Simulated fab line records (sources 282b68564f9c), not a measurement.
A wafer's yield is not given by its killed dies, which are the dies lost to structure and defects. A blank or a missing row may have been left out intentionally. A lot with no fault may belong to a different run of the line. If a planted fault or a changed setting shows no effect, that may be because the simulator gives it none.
fab line records    flow ritCmos
record lots=14  wafers=42  lastDay=7
route steps=202 shown ACTIVE@15 NWELL@34 PRETRO@72 M1@202
lots untouched by any fault: they come from a run of this same line in which no faults occurred
startH: the number of hours between the record's first day and the start of the first shown wafer of the lot    waitH: hours from the lot's prior step to this one    " repeats the value in the row above    L1.1+2: several wafers, shown together as one row    - no value, or no start given    * or withheld: withheld    < > ~ a bound
route shown NAME@n: NAME is a module with steps in the file, n the number in the route of the first one    usual: mean/standard deviation of fault-free wafers    same: alike in all rows    chamber/n: place in a boat    sites: the reading at each site    _std_site: standard deviation of those values    _edge_site: inner sites' mean taken away from outer sites' mean    radiusMm: how far each site lies from the wafer's centre    mask NAME#n: copy n    behind: the last tool/chamber to shape the wafer    hold: what put the lot on hold/how long, in hours/how the hold closed    device: which transistor (n, p or np) failed to switch    end of line: the route-end tests of the same wafers    where a step has no rows: the recipe by itself    killed: not the wafer's yield, but the dies lost to structure and defects at the first sort    map: dies across one wafer; x = killed, . = not, _ = none there
set.NAME: the setting the step ran with; set.NAME@STEP: the setting that earlier step ran with    model.NAME: the simulator's own value behind a step, which no gauge read
steps of the route over a sample of lots; a table a step, a row a wafer
services: when a tool's chamber went out of use (startH, in hours from the record's first day, below 0 if earlier), for how many hours, and the reason
## steps
# step RIT_ACTIVE_STRIP_14
# recipe chemistry=O2  timeS=180  resist=NOVOLAK  platenTempC=withheld  powerW=500  pressureMtorr=4000  o2FlowSccm=4000
# usual drypumpMotorCurrentA=5.5/0.31
lot.wafer  tool            chamber  startH  waitH  drypumpMotorCurrentA  rfHoursCounterH
L648.1     plasmaAsher-01  1        16.30   0.1    5.9                   22
L648.3     "               1        "       "      5.9                   -
L648.5     "               0        "       "      4.8                   -
L649.1     plasmaAsher-02  0        20.03   0.1    5.3                   38
L649.2     "               1        "       "      5.7                   38
L649.4     "               0        "       "      5.3                   -
L650.2     plasmaAsher-01  1        24.85   0.1    5.9                   23
L650.3     "               0        "       "      4.8                   -
L650.5     "               0        "       "      4.8                   -
L652.1     plasmaAsher-04  0        35.01   0.1    5.7                   40
L652.2     "               1        "       "      5.6                   40
L652.6     "               0        "       "      5.7                   -
L653.1     plasmaAsher-02  0        39.97   0.1    5.3                   40
L653.2     "               1        "       "      5.7                   40
L653.5     "               1        "       "      5.8                   -
L654.1     plasmaAsher-02  0        44.97   0.1    5.3                   41
L654.3     "               0        "       "      5.3                   -
L654.5     "               1        "       "      5.7                   -
L655.2     plasmaAsher-04  0        50.53   0.1    5.8                   41
L655.5     "               1        "       "      5.5                   -
L655.6     "               0        "       "      5.8                   -
L656.1     plasmaAsher-02  0        54.84   0.1    5.3                   42
L656.4     "               1        "       "      5.7                   -
L656.5     "               0        "       "      5.3                   -
L657.3     plasmaAsher-04  1        60.18   0.1    5.5                   -
L657.4     "               0        "       "      5.8                   -
L657.6     "               1        "       "      5.5                   -
L658.2     plasmaAsher-02  0        65.03   0.1    5.3                   43
L658.4     "               0        "       "      5.3                   -
L658.6     "               0        "       "      5.3                   -
L665.3     plasmaAsher-04  0        99.90   0.1    5.8                   -
L665.4     "               1        "       "      5.5                   -
L665.5     "               0        "       "      5.8                   -
L667.1     plasmaAsher-02  0        109.97  0.1    5.3                   48
L667.3     "               1        "       "      5.7                   -
L667.6     "               0        "       "      5.3                   -
L669.1     plasmaAsher-01  1        119.97  0.1    5.9                   32
L669.4     "               0        "       "      4.8                   -
L669.5     "               0        "       "      4.8                   -
L671.2     plasmaAsher-02  1        129.97  0.1    5.7                   50
L671.4     "               1        "       "      5.7                   -
L671.6     "               1        "       "      5.7                   -
# step RIT_ACTIVE_CD_MEAS_90
# recipe targetCdNm=1400
# usual cdNm=1399.7/2.4
lot.wafer  tool      chamber  startH  waitH  cdNm
L648.1     cdSem-02  -        16.47   0.1    1401.2
L648.3     "         -        "       "      1401.3
L648.5     "         -        "       "      1403.3
L649.1     cdSem-01  -        20.21   0.1    1401.4
L649.2     "         -        "       "      1400.6
L649.4     "         -        "       "      1401.2
L650.2     cdSem-02  -        25.05   0.1    1398.8
L650.3     "         -        "       "      1396.0
L650.5     "         -        "       "      1395.8
L652.1     cdSem-02  -        35.19   0.1    1399.4
L652.2     "         -        "       "      1400.5
L652.6     "         -        "       "      1398.3
L653.1     cdSem-02  -        40.14   0.1    1396.4
L653.2     "         -        "       "      1394.6
L653.5     "         -        "       "      1397.2
L654.1     cdSem-01  -        45.14   0.1    1396.0
L654.3     "         -        "       "      1394.1
L654.5     "         -        "       "      1396.8
L655.2     cdSem-02  -        50.72   0.1    1401.7
L655.5     "         -        "       "      1400.9
L655.6     "         -        "       "      1402.3
L656.1     cdSem-01  -        55.02   0.1    1402.3
L656.4     "         -        "       "      1404.4
L656.5     "         -        "       "      1402.1
L657.3     cdSem-02  -        60.34   0.1    1399.6
L657.4     "         -        "       "      1401.5
L657.6     "         -        "       "      1399.2
L658.2     cdSem-01  -        65.22   0.1    1399.1
L658.4     "         -        "       "      1400.3
L658.6     "         -        "       "      1399.9
L665.3     cdSem-02  -        100.06  0.1    1402.3
L665.4     "         -        "       "      1402.7
L665.5     "         -        "       "      1401.6
L667.1     cdSem-01  -        110.14  0.1    1399.5
L667.3     "         -        "       "      1401.2
L667.6     "         -        "       "      1401.3
L669.1     cdSem-01  -        120.14  0.1    1400.3
L669.4     "         -        "       "      1400.0
L669.5     "         -        "       "      1400.8
L671.2     cdSem-02  -        130.16  0.1    1399.8
L671.4     "         -        "       "      1398.6
L671.6     "         -        "       "      1397.5
# step RIT_NWELL_OVL_MEAS_06
# usual NWELL_OVL=-0.4/1.4
lot.wafer  tool        chamber  startH  waitH  NWELL_OVL[nm]
L648.1     overlay-02  -        23.74   -      -0.8
L648.3     "           -        "       "      -0.7
L648.5     "           -        "       "      -1.9
L649.1     overlay-01  -        25.78   -      -1.4
L649.2     "           -        "       "      -0.4
L649.4     "           -        "       "      -0.7
L650.2     overlay-02  -        31.97   -      0.8
L650.3     "           -        "       "      -0.6
L650.5     "           -        "       "      -1.7
L652.1     overlay-01  -        40.33   -      -0.5
L652.2     "           -        "       "      -0.4
L652.6     "           -        "       "      0.2
L653.1     overlay-01  -        48.52   -      -0.5
L653.2     "           -        "       "      -0.4
L653.5     "           -        "       "      -0.6
L654.1     overlay-01  -        51.51   -      3.0
L654.3     "           -        "       "      2.9
L654.5     "           -        "       "      4.6
L655.2     overlay-02  -        56.09   -      -1.9
L655.5     "           -        "       "      -0.4
L655.6     "           -        "       "      -0.5
L656.1     overlay-01  -        61.73   -      -2.6
L656.4     "           -        "       "      -0.6
L656.5     "           -        "       "      -1.4
L657.3     overlay-02  -        65.77   -      -1.2
L657.4     "           -        "       "      -2.7
L657.6     "           -        "       "      -1.3
L658.2     overlay-01  -        70.62   -      -0.5
L658.4     "           -        "       "      0.9
L658.6     "           -        "       "      -1.0
L665.3     overlay-01  -        105.15  -      2.2
L665.4     "           -        "       "      1.8
L665.5     "           -        "       "      1.0
L667.1     overlay-01  -        115.64  -      0.4
L667.3     "           -        "       "      -2.3
L667.6     "           -        "       "      -1.5
L669.1     overlay-02  -        126.06  -      0.3
L669.4     "           -        "       "      0.8
L669.5     "           -        "       "      0.4
L671.2     overlay-01  -        135.67  -      -0.7
L671.4     "           -        "       "      1.0
L671.6     "           -        "       "      -2.7
# step RIT_PRETRO_IMPLANT_08
# recipe species=B  energyKev=45  doseCm2=1.2e+13  tiltDeg=7
# usual doseIonsCm2=1.2003e+13/1.4e+10
lot.wafer  tool          chamber  startH  waitH  doseIonsCm2
L648.1     implanter-02  0        35.09   0.2    1.1986e+13
L648.3     "             0        "       "      1.2009e+13
L648.5     "             0        "       "      1.2009e+13
L649.1     implanter-01  0        36.41   0.2    1.1985e+13
L649.2     "             0        "       "      1.1987e+13
L649.4     "             0        "       "      1.197e+13
L650.2     implanter-01  0        42.62   0.2    1.2023e+13
L650.3     "             0        "       "      1.2008e+13
L650.5     "             0        "       "      1.1999e+13
L652.1     implanter-03  0        52.37   0.2    1.2003e+13
L652.2     "             0        "       "      1.2003e+13
L652.6     "             0        "       "      1.2018e+13
L653.1     implanter-02  0        59.40   0.2    1.2014e+13
L653.2     "             0        "       "      1.1994e+13
L653.5     "             0        "       "      1.1989e+13
L654.1     implanter-02  0        62.21   0.2    1.2008e+13
L654.3     "             0        "       "      1.1989e+13
L654.5     "             0        "       "      1.2015e+13
L655.2     implanter-02  0        66.70   0.2    1.1991e+13
L655.5     "             0        "       "      1.1976e+13
L655.6     "             0        "       "      1.1979e+13
L656.1     implanter-02  0        72.15   0.2    1.2004e+13
L656.4     "             0        "       "      1.2019e+13
L656.5     "             0        "       "      1.2025e+13
L657.3     implanter-03  0        76.19   0.2    1.2011e+13
L657.4     "             0        "       "      1.2032e+13
L657.6     "             0        "       "      1.2002e+13
L658.2     implanter-02  0        81.17   0.2    1.1988e+13
L658.4     "             0        "       "      1.2014e+13
L658.6     "             0        "       "      1.1995e+13
L665.3     implanter-02  0        115.66  0.2    1.172e+13
L665.4     "             0        "       "      1.1742e+13
L665.5     "             0        "       "      1.1715e+13
L667.1     implanter-02  0        126.44  0.2    1.1725e+13
L667.3     "             0        "       "      1.1721e+13
L667.6     "             0        "       "      1.1716e+13
L669.1     implanter-01  0        136.76  0.2    1.1996e+13
L669.4     "             0        "       "      1.201e+13
L669.5     "             0        "       "      1.2004e+13
L671.2     implanter-01  0        146.17  0.2    1.2012e+13
L671.4     "             0        "       "      1.2003e+13
L671.6     "             0        "       "      1.2005e+13
# step RIT_M1_PROBE_99
# usual killed_at_M0_to_M3=0.0/0.12  killedAtContacts=0.1/0.31  killedAtFrontEnd=7/3.2  killedDies=7/3.2  killedOpen=3.6/2.1  killedShort=3.5/2.1
# same grossDies=264  killed_at_M4_up=0  killedAtBackSide=0  killedAtOther=0
lot.wafer  tool       chamber  startH  waitH  killed_at_M0_to_M3  killedAtContacts  killedAtFrontEnd  killedDies  killedOpen  killedShort
L648.1     prober-01  -        60.95   0.1    0                   0                 6                 6           3           3
L648.3     prober-01  -        61.05   0.2    0                   0                 2                 2           0           2
L648.5     prober-01  -        61.15   0.2    0                   0                 5                 5           3           2
L649.1     prober-02  -        63.67   0.1    0                   0                 1                 1           0           1
L649.2     prober-02  -        63.72   0.1    0                   0                 6                 6           2           4
L649.4     prober-02  -        63.82   0.2    0                   0                 4                 4           3           1
L650.2     prober-01  -        73.72   0.1    0                   0                 14                14          3           9
L650.3     prober-01  -        73.77   0.2    0                   0                 12                12          8           4
L650.5     prober-01  -        73.87   0.2    0                   0                 11                11          6           4
L652.1     prober-02  -        77.95   0.1    0                   0                 11                11          7           4
L652.2     prober-02  -        78.00   0.1    0                   0                 5                 5           2           3
L652.6     prober-02  -        78.20   0.2    0                   0                 6                 6           2           4
L653.1     prober-01  -        85.74   0.1    0                   0                 6                 6           3           3
L653.2     prober-01  -        85.79   0.1    0                   0                 7                 7           4           3
L653.5     prober-01  -        85.94   0.2    0                   0                 5                 5           3           2
L654.1     prober-02  -        88.82   0.1    0                   0                 6                 6           2           4
L654.3     prober-02  -        88.92   0.2    0                   0                 3                 3           1           2
L654.5     prober-02  -        89.02   0.2    0                   0                 3                 3           2           1
L655.2     prober-01  -        92.93   0.1    0                   0                 9                 9           5           4
L655.5     prober-01  -        93.08   0.2    0                   0                 7                 7           4           3
L655.6     prober-01  -        93.13   0.2    0                   0                 5                 5           2           3
L656.1     prober-02  -        99.54   0.1    0                   0                 7                 7           4           3
L656.4     prober-02  -        99.69   0.2    0                   0                 5                 5           5           0
L656.5     prober-02  -        99.74   0.2    0                   0                 20                20          11          9
L657.3     prober-01  -        103.14  0.2    0                   0                 5                 5           2           3
L657.4     prober-01  -        103.19  0.2    0                   0                 10                10          8           2
L657.6     prober-01  -        103.29  0.2    0                   0                 7                 7           4           3
L658.2     prober-02  -        106.77  0.1    0                   0                 15                15          10          5
L658.4     prober-02  -        106.87  0.2    0                   1                 7                 8           0           8
L658.6     prober-02  -        106.97  0.2    0                   0                 12                12          8           4
L665.3     prober-01  -        140.92  0.2    0                   0                 6                 6           4           2
L665.4     prober-01  -        140.97  0.2    0                   0                 6                 6           5           1
L665.5     prober-01  -        141.02  0.2    0                   0                 7                 7           3           4
L667.1     prober-01  -        154.89  0.1    0                   0                 9                 9           6           3
L667.3     prober-01  -        154.99  0.2    0                   0                 7                 7           3           4
L667.6     prober-01  -        155.14  0.2    0                   0                 9                 9           5           4
L669.1     prober-01  -        162.12  0.1    0                   2                 5                 7           4           3
L669.4     prober-01  -        162.27  0.2    0                   0                 10                10          5           5
L669.5     prober-01  -        162.32  0.2    1                   0                 8                 9           8           1
L671.2     prober-01  -        173.05  0.1    0                   1                 8                 9           6           3
L671.4     prober-01  -        173.15  0.2    0                   0                 12                12          8           4
L671.6     prober-01  -        173.25  0.2    0                   0                 10                10          4           5
# killed by level:class
L648.1 SILICIDE:geometricParticle:open=2 FOX2:geometricParticle:short=1 GATE:geometricParticle:short=1 SPACER:geometricParticle:open=1 SPACER:geometricParticle:short=1
L648.3 FOX1:geometricParticle:short=2
L648.5 SPACER:geometricParticle:short=2 GATE:geometricParticle:open=1 REOX:geometricParticle:open=1 SILICIDE:geometricParticle:open=1
L649.1 SILICIDE:geometricParticle:short=1
L649.2 GATE:geometricParticle:short=3 FOX1:geometricParticle:short=1 FOX2:geometricParticle:open=1 SILICIDE:geometricParticle:open=1
L649.4 FOX2:geometricParticle:open=1 GATE:geometricParticle:open=1 GATE:geometricParticle:short=1 REOX:geometricParticle:open=1
L650.2 GATE:geometricParticle:short=3 FOX1:geometricParticle:short=2 FOX2:geometricParticle:open=2 FOX2:geometricParticle:short=2 REOX:geometricParticle:short=2 PLDD:coatMicrobubblePrinted=2 GATE:geometricParticle:open=1
L650.3 GATE:geometricParticle:open=6 GATE:geometricParticle:short=2 FOX1:geometricParticle:open=1 FOX2:geometricParticle:open=1 SPACER:geometricParticle:short=1 SILICIDE:geometricParticle:short=1
L650.5 GATE:geometricParticle:open=4 REOX:geometricParticle:short=2 SILICIDE:geometricParticle:open=2 FOX1:geometricParticle:short=1 FOX2:geometricParticle:short=1 PLDD:coatMicrobubblePrinted=1
L652.1 SPACER:geometricParticle:open=4 REOX:geometricParticle:open=2 SPACER:geometricParticle:short=2 SILICIDE:geometricParticle:short=2 GATE:geometricParticle:open=1
L652.2 SILICIDE:geometricParticle:short=2 FOX1:geometricParticle:open=1 GATE:geometricParticle:short=1 SPACER:geometricParticle:open=1
L652.6 REOX:geometricParticle:open=2 SILICIDE:geometricParticle:short=2 REOX:geometricParticle:short=1 SPACER:geometricParticle:short=1
L653.1 GATE:geometricParticle:open=2 REOX:geometricParticle:short=1 SPACER:geometricParticle:short=1 SILICIDE:geometricParticle:open=1 SILICIDE:geometricParticle:short=1
L653.2 GATE:geometricParticle:open=2 SPACER:geometricParticle:open=2 GATE:geometricParticle:short=1 REOX:geometricParticle:short=1 SPACER:geometricParticle:short=1
L653.5 FOX1:geometricParticle:open=1 FOX2:geometricParticle:open=1 GATE:geometricParticle:open=1 GATE:geometricParticle:short=1 SPACER:geometricParticle:short=1
L654.1 GATE:geometricParticle:short=2 SILICIDE:geometricParticle:short=2 SPACER:geometricParticle:open=1 SILICIDE:geometricParticle:open=1
L654.3 FOX1:geometricParticle:short=1 GATE:geometricParticle:short=1 SPACER:geometricParticle:open=1
L654.5 FOX1:geometricParticle:short=1 GATE:geometricParticle:open=1 REOX:geometricParticle:open=1
L655.2 GATE:geometricParticle:open=2 SILICIDE:geometricParticle:open=2 FOX1:geometricParticle:open=1 FOX2:geometricParticle:short=1 GATE:geometricParticle:short=1 REOX:geometricParticle:short=1 SPACER:geometricParticle:short=1
L655.5 GATE:geometricParticle:open=3 REOX:geometricParticle:short=2 GATE:geometricParticle:short=1 REOX:geometricParticle:open=1
L655.6 REOX:geometricParticle:short=2 GATE:geometricParticle:open=1 REOX:geometricParticle:open=1 SILICIDE:geometricParticle:short=1
L656.1 GATE:geometricParticle:open=3 SPACER:geometricParticle:short=2 FOX2:geometricParticle:short=1 REOX:geometricParticle:open=1
L656.4 SPACER:geometricParticle:open=4 REOX:geometricParticle:open=1
L656.5 FOX2:geometricParticle:open=4 GATE:geometricParticle:short=4 GATE:geometricParticle:open=3 SPACER:geometricParticle:short=3 SPACER:geometricParticle:open=2 SILICIDE:geometricParticle:open=2 FOX2:geometricParticle:short=1 REOX:geometricParticle:short=1
L657.3 GATE:geometricParticle:short=2 FOX1:geometricParticle:open=1 REOX:geometricParticle:open=1 REOX:geometricParticle:short=1
L657.4 GATE:geometricParticle:open=6 REOX:geometricParticle:short=2 FOX2:geometricParticle:open=1 REOX:geometricParticle:open=1
L657.6 REOX:geometricParticle:open=3 GATE:geometricParticle:short=1 GATE:geometricParticle:open=1 REOX:geometricParticle:short=1 SILICIDE:geometricParticle:short=1
L658.2 GATE:geometricParticle:open=6 GATE:geometricParticle:short=5 REOX:geometricParticle:open=2 FOX1:geometricParticle:open=1 SILICIDE:geometricParticle:open=1
L658.4 REOX:geometricParticle:short=3 FOX1:geometricParticle:short=2 SILICIDE:geometricParticle:short=2 CONTACT:geometricParticle:short=1
L658.6 GATE:geometricParticle:open=2 REOX:geometricParticle:open=2 SPACER:geometricParticle:short=2 SPACER:geometricParticle:open=2 FOX1:geometricParticle:open=1 FOX1:geometricParticle:short=1 REOX:geometricParticle:short=1 SILICIDE:geometricParticle:open=1
L665.3 GATE:geometricParticle:open=2 FOX1:geometricParticle:open=1 GATE:geometricParticle:short=1 SILICIDE:geometricParticle:short=1 SILICIDE:geometricParticle:open=1
L665.4 GATE:geometricParticle:open=4 FOX1:geometricParticle:short=1 FOX1:geometricParticle:open=1
L665.5 FOX1:geometricParticle:open=2 FOX1:geometricParticle:short=2 FOX2:geometricParticle:short=1 GATE:geometricParticle:short=1 SPACER:geometricParticle:open=1
L667.1 FOX1:geometricParticle:short=2 GATE:geometricParticle:open=2 FOX1:geometricParticle:open=1 FOX2:geometricParticle:open=1 REOX:geometricParticle:open=1 SPACER:geometricParticle:short=1 SILICIDE:geometricParticle:open=1
L667.3 FOX2:geometricParticle:open=2 GATE:geometricParticle:short=2 FOX1:geometricParticle:short=1 SILICIDE:geometricParticle:open=1 SILICIDE:geometricParticle:short=1
L667.6 SPACER:geometricParticle:open=2 FOX2:geometricParticle:short=1 FOX1:geometricParticle:short=1 GATE:geometricParticle:short=1 GATE:geometricParticle:open=1 REOX:geometricParticle:open=1 SPACER:geometricParticle:short=1 SILICIDE:geometricParticle:open=1
L669.1 SILICIDE:geometricParticle:short=2 CONTACT:geometricParticle:open=2 GATE:geometricParticle:short=1 GATE:geometricParticle:open=1 SILICIDE:geometricParticle:open=1
L669.4 GATE:geometricParticle:open=3 FOX2:geometricParticle:short=2 GATE:geometricParticle:short=2 SILICIDE:geometricParticle:open=2 SPACER:geometricParticle:short=1
L669.5 GATE:geometricParticle:open=3 SPACER:geometricParticle:open=3 FOX1:geometricParticle:open=1 REOX:geometricParticle:open=1 M1:geometricParticle:short=1
L671.2 GATE:geometricParticle:open=3 FOX2:geometricParticle:short=1 GATE:geometricParticle:short=1 REOX:geometricParticle:open=1 SPACER:geometricParticle:open=1 SILICIDE:geometricParticle:open=1 CONTACT:geometricParticle:short=1
L671.4 GATE:geometricParticle:open=4 FOX2:geometricParticle:open=3 ACTIVE:geometricParticle:short=1 GATE:geometricParticle:short=1 REOX:geometricParticle:short=1 SPACER:geometricParticle:short=1 SPACER:geometricParticle:open=1
L671.6 GATE:geometricParticle:short=3 SILICIDE:geometricParticle:open=2 GATE:geometricParticle:open=1 REOX:geometricParticle:short=1 SPACER:geometricParticle:open=1 SILICIDE:geometricParticle:short=1 PSD:coatMicrobubblePrinted=1
## services
tool            chamber  startH  hours  kind
implanter-01    -        19.52   6.7    repair
plasmaAsher-04  -        54.47   2.2    repair
plasmaAsher-01  -        70.32   15.6   pm
plasmaAsher-04  -        108.75  9.0    pm
plasmaAsher-04  0        108.75  9.0    ventCycle
plasmaAsher-04  1        108.75  9.0    ventCycle
implanter-03    -        115.19  9.1    pm
plasmaAsher-04  0        117.75  -      clean
plasmaAsher-04  1        117.75  -      clean
plasmaAsher-02  -        122.05  2.1    repair
implanter-03    -        131.97  2.2    repair
implanter-03    -        134.20  3.1    pm
## key
firstSign step=RIT_PRETRO_IMPLANT_08  reading=doseIonsCm2  direction=down  sigmas=20  usual=1.2003e+13  struck=1.1723e+13
effect none on later readings
metAt RIT_PRETRO_IMPLANT_08
struckLots L665,L667
testerLeftOut L665,L667
notActingAt RIT_ACTIVE_STRIP_14,RIT_ACTIVE_CD_MEAS_90,RIT_NWELL_OVL_MEAS_06
onsetBetween 81.17 115.66
fault kind=processParameterDrift  tool=implanter-02  chamber=-  onsetH=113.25  steps=RIT_PRETRO_IMPLANT_08  channel=doseCm2  offset=-2.6699e+11  shape=step  endH=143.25  actsIn=theseRecipesOnly  stated=1.2e+13
# testerLeftOut: of these lots the tester's yield and bins aren't shown, on N5 and GAA mostly nor the transistor test; their killed dies are dies lost to structure and defects alone, not to doping, threshold or leakage, so they don't give the yield
